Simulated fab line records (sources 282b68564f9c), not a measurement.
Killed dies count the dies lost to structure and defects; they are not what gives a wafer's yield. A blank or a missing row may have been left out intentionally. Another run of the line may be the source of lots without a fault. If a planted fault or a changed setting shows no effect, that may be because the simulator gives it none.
Code-filled problem report in 8D (eight disciplines) form | flow rit_cmos | the parts of the form that need people (team, actions taken, sign-off) are left out

1. PROBLEM STATEMENT
Wafers free of any fault read 3427 (standard deviation 30) for PSD_TW at RIT_PSD_TW_MEAS_10, against a mean of 30 on 9 wafers of 3 lots. So: -99 or more standard deviations from the usual mean.
Earliest sighting: wafer L819.3 on film_metro-01 at day 3 22:32. The record has a number at this step for 45 wafers belonging to 15 lots. Rule for "out" (also "out of limits"): further than 4 standard deviations from the usual mean. All remaining wafers that have a number are taken as sound.

2. WHAT IT IS; WHAT IT IS NOT
question                    | is                                          | is not
which readings at this step | PSD_TW                                      | -
which lots                  | L819, L820, L821                            | L816, L817, L818, L829, L830, L831, L832, L834, L835, L836, L837, L838
which wafers of those lots  | all that have a number                      | -
read on which gauges        | film_metro-01, film_metro-02, film_metro-03 | -
when                        | from day 3 22:32                            | up to then (9 sound wafers); but 27 sound wafers of L829, L830, L831, L832, L834, L835, L836, L837, L838 came after

3. WHAT RULES OUT EACH SUSPECT
Counting: a tool at a process step up to the reading stays a suspect if it ran every lot that is out and no sound lot after the first of them.
- the gauge at RIT_PSD_TW_MEAS_10 has been ruled out. The wafers that are out were read on 3 gauges (film_metro-01, film_metro-02, film_metro-03).
- litho_track-04 at RIT_PSD_DEVELOP_05 (develop time 50 s): ruled out as a lasting fault. The sound lots L837 went through it after L819, its earliest lot that is out (day 3 21:00).
Left after counting: nothing in the record.

4. THE CAUSE (what the simulator had put in)
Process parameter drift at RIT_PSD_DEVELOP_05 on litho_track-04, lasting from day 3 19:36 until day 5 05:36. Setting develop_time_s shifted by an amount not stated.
Counting ruled it out, wrongly: the rule takes a fault to strike every lot that its tool runs from its start on, and this one did not.

5. THE EFFECT CHAIN, in route order
One row per reading whose mean, taken over the struck wafers that have a number, lies over 3 standard deviations from the usual. Scope: only readings with a usual standard deviation given in the record; hours: median across lots of the time from each lot's start at the first step in this table that gives one to its start at this step; sigmas: change in usual standard deviations.
hours | step               | reading | usual | on struck wafers | change | sigmas
0     | RIT_PSD_TW_MEAS_10 | PSD_TW  | 3427  | 30               | -3397  | -99 or more

6. HOW IT WOULD HAVE BEEN CAUGHT EARLIER
The first out-of-limits reading at a measuring or inspecting step in this record came at day 3 22:32, 3 hours after the fault's start at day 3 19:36.
